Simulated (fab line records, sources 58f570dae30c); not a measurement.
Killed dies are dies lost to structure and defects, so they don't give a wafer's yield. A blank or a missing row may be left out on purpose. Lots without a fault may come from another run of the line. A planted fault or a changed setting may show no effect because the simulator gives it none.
Which tool did it? | flow berkeley_cmos170 | 14 lots, 42 wafers sampled, at 3 steps of a route of 331

WHAT THE GAUGES READ, wafer by wafer
UCB170_SDANNEAL_RS_MEAS_02: measures by four-point-probe. Usual: PSD_RS 75.54 ohm/sq, standard deviation 0.27.
lot  | measured     | on            | PSD_RS (ohm/sq)   | flag
L436 | day 6 11:21  | film_metro-01 | 75.54 75.39 75.39 |
L437 | day 6 11:35  | film_metro-02 | 75.92 75.55 75.98 |
L438 | day 7 11:31  | film_metro-03 | 75.59 75.34 75.53 |
L440 | day 7 11:55  | film_metro-01 | 75.39 75.14 75.56 |
L441 | day 7 12:15  | film_metro-03 | 76.84 76.97 77.03 | OFF
L444 | day 8 14:49  | film_metro-03 | 77.31 76.97 77.38 | OFF
L443 | day 8 15:50  | film_metro-03 | 75.47 75.22 75.18 |
L452 | day 9 17:11  | film_metro-03 | 75.61 75.19 75.54 |
L448 | day 9 17:25  | film_metro-01 | 75.65 75.78 75.95 |
L454 | day 10 07:43 | film_metro-01 | 75.41 74.90 75.02 |
L455 | day 10 15:58 | film_metro-01 | 75.23 74.90 75.50 |
L457 | day 11 09:33 | film_metro-01 | 75.58 75.53 75.74 |
L456 | day 11 09:58 | film_metro-01 | 75.06 75.27 75.39 |
L458 | day 11 09:29 | film_metro-03 | 76.08 75.65 75.76 |

WHICH TOOL RAN EACH LOT (tool, then ch and the chambers of the sampled wafers, then the start)
lot  | UCB170_PSD_IMPLANT_08           | UCB170_PSD_STRIP_09
L436 | implanter-02 ch 0, day 6 08:07  | plasma_asher-03 ch 0,1, day 6 08:16
L437 | implanter-04 ch 0, day 6 08:21  | plasma_asher-03 ch 0,1, day 6 08:30
L438 | implanter-04 ch 0, day 7 08:28  | plasma_asher-01 ch 0,1, day 7 08:35
L440 | implanter-02 ch 0, day 7 08:43  | plasma_asher-02 ch 0,1, day 7 08:52
L441 | implanter-04 ch 0, day 7 09:02  | plasma_asher-01 ch 0,1, day 7 09:10
L444 | implanter-04 ch 0, day 8 11:22  | plasma_asher-03 ch 0,1, day 8 11:31
L443 | implanter-01 ch 0, day 8 11:55  | plasma_asher-01 ch 0,1, day 8 12:04
L452 | implanter-01 ch 0, day 9 13:51  | plasma_asher-01 ch 1, day 9 14:04
L448 | implanter-02 ch 0, day 9 14:01  | plasma_asher-03 ch 0,1, day 9 14:10
L454 | implanter-01 ch 0, day 10 03:49 | plasma_asher-03 ch 0,1, day 10 03:56
L455 | implanter-01 ch 0, day 10 12:20 | plasma_asher-03 ch 0,1, day 10 12:27
L457 | implanter-02 ch 0, day 11 03:59 | plasma_asher-02 ch 0,1, day 11 04:06
L456 | implanter-04 ch 0, day 11 04:11 | plasma_asher-01 ch 0,1, day 11 04:20
L458 | implanter-02 ch 0, day 11 04:17 | plasma_asher-02 ch 0, day 11 04:26
- UCB170_PSD_IMPLANT_08
- UCB170_PSD_STRIP_09: strips in O2.

WHAT THE TOOLS THEMSELVES READ (means of the sampled wafers that have a number; where no wafer has one, the mark that the record gives instead)
UCB170_PSD_IMPLANT_08. Usual: dose_ions_cm2 3e+15, standard deviation 3.4e+12.
lot  | tool         | dose_ions_cm2 | flag
L436 | implanter-02 | 3e+15         |
L437 | implanter-04 | 3e+15         |
L438 | implanter-04 | 3e+15         |
L440 | implanter-02 | 3e+15         |
L441 | implanter-04 | 3e+15         |
L444 | implanter-04 | 3e+15         |
L443 | implanter-01 | 3e+15         |
L452 | implanter-01 | 3e+15         |
L448 | implanter-02 | 3e+15         |
L454 | implanter-01 | 3e+15         |
L455 | implanter-01 | 3e+15         |
L457 | implanter-02 | 3e+15         |
L456 | implanter-04 | 3e+15         |
L458 | implanter-02 | 3e+15         |

UCB170_PSD_STRIP_09. Usual: drypump_motor_current_A 5.9 A, standard deviation 0.56; oes_product_au 0.600 a.u., standard deviation 0.0043; strip_time_to_endpoint_s 29.38 s, standard deviation 0.072.
lot  | tool            | drypump_motor_current_A (A) | oes_product_au (a.u.) | strip_time_to_endpoint_s (s) | flag
L436 | plasma_asher-03 | 5.7                         | 0.607                 | 29.38                        |
L437 | plasma_asher-03 | 5.7                         | 0.598                 | 29.37                        |
L438 | plasma_asher-01 | 5.5                         | 0.599                 | 29.38                        |
L440 | plasma_asher-02 | 6.6                         | 0.602                 | 29.44                        |
L441 | plasma_asher-01 | 5.5                         | 0.608                 | 29.02                        | OFF
L444 | plasma_asher-03 | 5.7                         | 0.606                 | 29.19                        |
L443 | plasma_asher-01 | 5.3                         | 0.603                 | 29.43                        |
L452 | plasma_asher-01 | 5.8                         | 0.603                 | 29.39                        |
L448 | plasma_asher-03 | 5.7                         | 0.599                 | 29.37                        |
L454 | plasma_asher-03 | 5.5                         | 0.596                 | 29.40                        |
L455 | plasma_asher-03 | 5.7                         | 0.597                 | 29.35                        |
L457 | plasma_asher-02 | 6.5                         | 0.602                 | 29.32                        |
L456 | plasma_asher-01 | 5.5                         | 0.595                 | 29.34                        |
L458 | plasma_asher-02 | 6.5                         | 0.604                 | 29.32                        |

THE ANSWER, worked out from the rows above alone
Rule: a lot is off if the mean of its wafers that have a number lies more than 3 standard deviations from the usual mean. A lot without any number at a reading at which 4 lots or more have one is off too. The other lots that the step has rows for count as sound. The gauges are gone through in route order, then the tools' own readings, and for those a lot's mean is taken as printed above. The first step at which some lot is off is used, and at that step the reading that is off furthest; a lot without a number counts as furthest.
Off: L441, L444, at UCB170_SDANNEAL_RS_MEAS_02 (PSD_RS).
A tool fits if, at a process step before that reading, it ran every lot that is off, and no sound lot after the first of them. The gauges at UCB170_SDANNEAL_RS_MEAS_02 are tried like those tools. None of those tried fits.

WHAT THE SIMULATOR HAD PUT IN
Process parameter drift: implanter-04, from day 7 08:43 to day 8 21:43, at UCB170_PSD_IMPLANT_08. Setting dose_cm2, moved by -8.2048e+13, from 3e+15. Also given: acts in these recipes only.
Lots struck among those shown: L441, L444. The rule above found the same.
